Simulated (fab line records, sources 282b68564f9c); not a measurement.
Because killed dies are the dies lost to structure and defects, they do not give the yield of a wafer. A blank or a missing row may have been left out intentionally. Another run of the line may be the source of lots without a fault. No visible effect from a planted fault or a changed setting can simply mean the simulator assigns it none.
fab line records | flow rit_cmos
record: lots: 13 wafers: 39 last_day: 7
route steps=202 shown FOX2@27 NSD@140 PSD@145 CONTACT@177 M1@202
lots that met no fault: taken from a fault-free run of the same line
start_h: hours from the record's opening day to when the first of the lot's shown wafers began | wait_h: hours since the lot's step before | " unchanged from the row above | L1.1+2: several wafers, shown together as one row | - value missing, or start not given | * or withheld: withheld | < > ~ a bound
route shown NAME@n: names a module that has steps shown in the file, with the first one's number in the route | usual: the fault-free wafers' mean and standard deviation | same: alike in all rows | chamber/n: place in a boat | sites: the reading at each site | _std_site: standard deviation of those values | _edge_site: inner sites' mean taken away from outer sites' mean | radius_mm: for every site, how far away it sits from the centre of the wafer | mask NAME#n: copy n | behind: the tool/chamber that last shaped the wafer | hold: cause of the lot's hold/its duration in hours/its outcome | device: which transistor (n, p or np) failed to switch | end of line: tests of these same wafers at the route's end | where a step has no rows: the recipe by itself | killed: not the wafer's yield, but the dies lost to structure and defects at the first sort | map: shows each die of a wafer: x if killed, . if not, _ if none is there
set.NAME: the run value of the setting; set.NAME@STEP: its run value at that earlier step | model.NAME: the simulator's own value behind a step, which no gauge read
steps of the route over a sample of lots; a table a step, a row a wafer
services: the hour from which a tool's chamber was out of use, counted from the record's first day as start_h (under 0 if before that day), plus the number of hours and why
== steps ==
step: RIT_FOX2_THK_MEAS_90
recipe: reads: SiO2_of_FOX2_OXIDATION_00
usual: FIELD_OXIDE_LEFT_1_THK: 325/5.6
columns lot.wafer tool chamber start_h wait_h FIELD_OXIDE_LEFT_1_THK[nm]
L423.2 film_metro-04 - 24.34 0.0 331
L423.3 " - " " 334
L423.4 " - " " 328
L424.2 film_metro-02 - 30.73 0.0 316
L424.3 " - " " 322
L424.5 " - " " 317
L425.4 film_metro-02 - 36.71 0.0 327
L425.5 " - " " 326
L425.6 " - " " 328
L427.1 film_metro-02 - 44.73 0.0 327
L427.2 " - " " 327
L427.6 " - " " 323
L428.4 film_metro-04 - 48.11 0.0 324
L428.5 " - " " 334
L428.6 " - " " 327
L437.1 film_metro-04 - 98.33 0.0 329
L437.3 " - " " 335
L437.5 " - " " 335
L438.1 film_metro-04 - 101.27 0.0 325
L438.3 " - " " 332
L438.5 " - " " 327
L439.1 film_metro-02 - 110.52 0.0 323
L439.4 " - " " 326
L439.6 " - " " 321
L440.1 film_metro-04 - 110.55 0.0 320
L440.5 " - " " 324
L440.6 " - " " 326
L441.1 film_metro-02 - 116.35 0.0 324
L441.2 " - " " 326
L441.5 " - " " 328
L442.1 film_metro-04 - 116.35 0.0 330
L442.3 " - " " 333
L442.6 " - " " 336
L444.1 film_metro-03 - 127.50 0.0 319
L444.3 " - " " 319
L444.5 " - " " 320
L445.2 film_metro-04 - 131.29 0.0 319
L445.4 " - " " 320
L445.6 " - " " 321
step: RIT_NSD_STRIP_09
recipe: chemistry: O2 time_s: 180 resist: NOVOLAK platen_temp_c: withheld power_w: 500 pressure_mtorr: 4000 o2_flow_sccm: 4000
usual: drypump_motor_current_A: 5.8/0.46
same: time_s: 180
columns lot.wafer tool chamber start_h wait_h drypump_motor_current_A rf_hours_counter_h
L423.2 plasma_asher-02 1 58.71 0.1 6.4 41
L423.3 " 1 " " 6.4 -
L423.4 " 0 " " 5.7 -
L424.2 plasma_asher-03 0 71.71 0.1 5.7 41
L424.3 " 1 " " 4.7 -
L424.5 " 1 " " 4.7 -
L425.4 plasma_asher-02 0 84.61 0.1 5.7 -
L425.5 " 1 " " 6.4 -
L425.6 " 0 " " 5.7 -
L427.1 plasma_asher-01 0 90.83 0.1 6.0 25
L427.2 " 1 " " 5.7 25
L427.6 " 1 " " 5.7 -
L428.4 plasma_asher-01 0 97.06 0.1 6.0 -
L428.5 " 1 " " 5.7 -
L428.6 " 0 " " 6.0 -
L437.1 plasma_asher-01 0 132.86 0.1 6.0 30
L437.3 " 1 " " 5.6 -
L437.5 " 0 " " 6.0 -
L438.1 plasma_asher-02 1 133.30 0.1 6.4 49
L438.3 " 0 " " 5.7 -
L438.5 " 1 " " 6.4 -
L440.1 plasma_asher-03 0 142.55 0.1 5.7 3
L440.5 " 1 " " 4.7 -
L440.6 " 0 " " 5.7 -
L439.1 plasma_asher-01 0 142.81 0.1 6.0 32
L439.4 " 0 " " 6.0 -
L439.6 " 1 " " 5.6 -
L442.1 plasma_asher-03 0 146.75 0.1 5.7 4
L442.3 " 1 " " 4.7 -
L442.6 " 1 " " 4.7 -
L441.1 plasma_asher-02 1 148.81 0.1 6.5 51
L441.2 " 0 " " 5.7 51
L441.5 " 0 " " 5.7 -
L444.1 plasma_asher-01 0 157.02 0.1 6.0 34
L444.3 " 0 " " 6.0 -
L444.5 " 0 " " 6.0 -
L445.2 plasma_asher-02 0 161.86 0.1 5.7 53
L445.4 " 0 " " 5.7 -
L445.6 " 1 " " 6.5 -
step: RIT_PSD_EXPOSE_03
recipe: mask_id: M10 na: 0.57 target_cd_nm: 40900 dose_mj: 250
columns lot.wafer tool chamber start_h wait_h mask
L423.2+3+4 iline_stepper-02 0 59.54 0.2 M10#0
L424.2+3+5 iline_stepper-01 0 72.54 0.2 M10#0
L425.4+5+6 iline_stepper-02 0 85.42 0.2 M10#0
L427.1+2+6 iline_stepper-02 0 91.64 0.2 M10_R1#0
L428.4+5+6 iline_stepper-01 0 97.89 0.2 M10#0
L437.1+3+5 iline_stepper-02 0 133.55 0.1 M10#0
L438.1+3+5 iline_stepper-01 0 134.23 0.3 M10#0
L440.1+5+6 iline_stepper-02 0 143.36 0.2 M10#0
L439.1+4+6 iline_stepper-02 0 143.69 0.1 M10#0
L442.1+3+6 iline_stepper-02 0 147.44 0.1 M10#0
L441.1+2+5 iline_stepper-01 0 149.62 0.2 M10#0
L444.1+3+5 iline_stepper-01 0 157.71 0.1 M10#0
L445.2+4+6 iline_stepper-02 0 162.91 0.2 M10#0
step: RIT_CONTACT_OVL_MEAS_09
usual: CONTACT_OVL: -0.2/1.3
columns lot.wafer tool chamber start_h wait_h CONTACT_OVL[nm]
L423.2 overlay-02 - 63.26 0.1 0.9
L423.3 " - " " 0.5
L423.4 " - " " -0.5
L424.2 overlay-02 - 76.25 0.1 -0.8
L424.3 " - " " -0.1
L424.5 " - " " 1.9
L425.4 overlay-01 - 89.12 0.1 0.8
L425.5 " - " " -2.1
L425.6 " - " " -1.7
L427.1 overlay-01 - 95.77 0.1 0.0
L427.2 " - " " -0.5
L427.6 " - " " -0.6
L428.4 overlay-02 - 101.62 0.1 -2.1
L428.5 " - " " -2.1
L428.6 " - " " 0.3
L437.1 overlay-02 - 137.74 0.1 0.6
L437.3 " - " " 2.3
L437.5 " - " " 0.9
L438.1 overlay-01 - 138.92 0.1 0.7
L438.3 " - " " -1.2
L438.5 " - " " -1.6
L440.1 overlay-02 - 147.06 0.1 1.3
L440.5 " - " " 0.5
L440.6 " - " " 0.1
L439.1 overlay-01 - 147.52 0.1 -1.1
L439.4 " - " " -0.4
L439.6 " - " " -1.8
L442.1 overlay-01 - 151.41 0.1 -0.7
L442.3 " - " " 0.6
L442.6 " - " " -0.1
L441.1 overlay-01 - 153.33 0.1 -0.4
L441.2 " - " " 1.1
L441.5 " - " " -1.6
L444.1 overlay-01 - 161.30 0.1 -1.0
L444.3 " - " " 0.1
L444.5 " - " " 0.5
L445.2 overlay-02 - 166.59 0.1 -0.7
L445.4 " - " " 2.1
L445.6 " - " " -1.7
step: RIT_M1_PROBE_99
usual: killed_at_contacts: 0.1/0.23 killed_at_front_end: 6.7/2.9 killed_dies: 6.8/2.9 killed_open: 3.5/2.1 killed_short: 3.2/1.9
same: gross_dies: 264 killed_at_M0_to_M3: 0 killed_at_M4_up: 0 killed_at_back_side: 0 killed_at_other: 0
columns lot.wafer tool chamber start_h wait_h killed_at_contacts killed_at_front_end killed_dies killed_open killed_short
L441.1 prober-02 - 158.50 0.1 0 3 3 1 2
L441.2 prober-02 - 158.55 0.1 0 3 3 0 3
L441.5 prober-02 - 158.70 0.2 0 13 13 6 7
killed by level:class
L441.1 SILICIDE:geometric_particle:short=2 SILICIDE:geometric_particle:open=1
L441.2 SPACER:geometric_particle:short=2 FOX1:geometric_particle:short=1
L441.5 GATE:geometric_particle:open=3 SILICIDE:geometric_particle:short=3 GATE:geometric_particle:short=2 SILICIDE:geometric_particle:open=2 FOX1:geometric_particle:short=1 SPACER:geometric_particle:short=1 SPACER:geometric_particle:open=1
== services ==
columns tool chamber start_h hours kind
iline_stepper-01 0 48.18 - calibration
plasma_asher-01 - 52.31 4.0 repair
iline_stepper-01 - 61.82 1.3 repair
plasma_asher-01 - 64.14 1.0 repair
iline_stepper-02 0 65.64 - calibration
iline_stepper-01 - 84.52 4.3 pm
iline_stepper-02 - 91.78 1.7 pm
plasma_asher-01 - 98.66 2.8 pm
plasma_asher-03 - 108.88 9.0 pm
plasma_asher-03 0 108.88 9.0 vent_cycle
plasma_asher-03 1 108.88 9.0 vent_cycle
plasma_asher-03 0 117.88 - clean
plasma_asher-03 1 117.88 - clean
plasma_asher-03 - 162.81 2.8 pm
== key ==
first_sign: step: RIT_PSD_EXPOSE_03 reading: mask direction: changed
effect none on later readings
met_at RIT_PSD_EXPOSE_03
struck_lots L427
tester_left_out L427
not_acting_at RIT_FOX2_THK_MEAS_90,RIT_NSD_STRIP_09,RIT_CONTACT_OVL_MEAS_09
onset_between 85.42 91.64
fault: kind: wrong_mask tool: any chamber: - onset_h: 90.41 steps: RIT_PSD_EXPOSE_03 aux_copy: M10_R1#0 cd_offset_nm: -350 scope: struck_lots_only
tester_left_out: of these lots the tester's yield and bins aren't shown, on N5 and GAA mostly nor the transistor test; their killed dies are dies lost to structure and defects alone, not to doping, threshold or leakage, so they don't give the yield
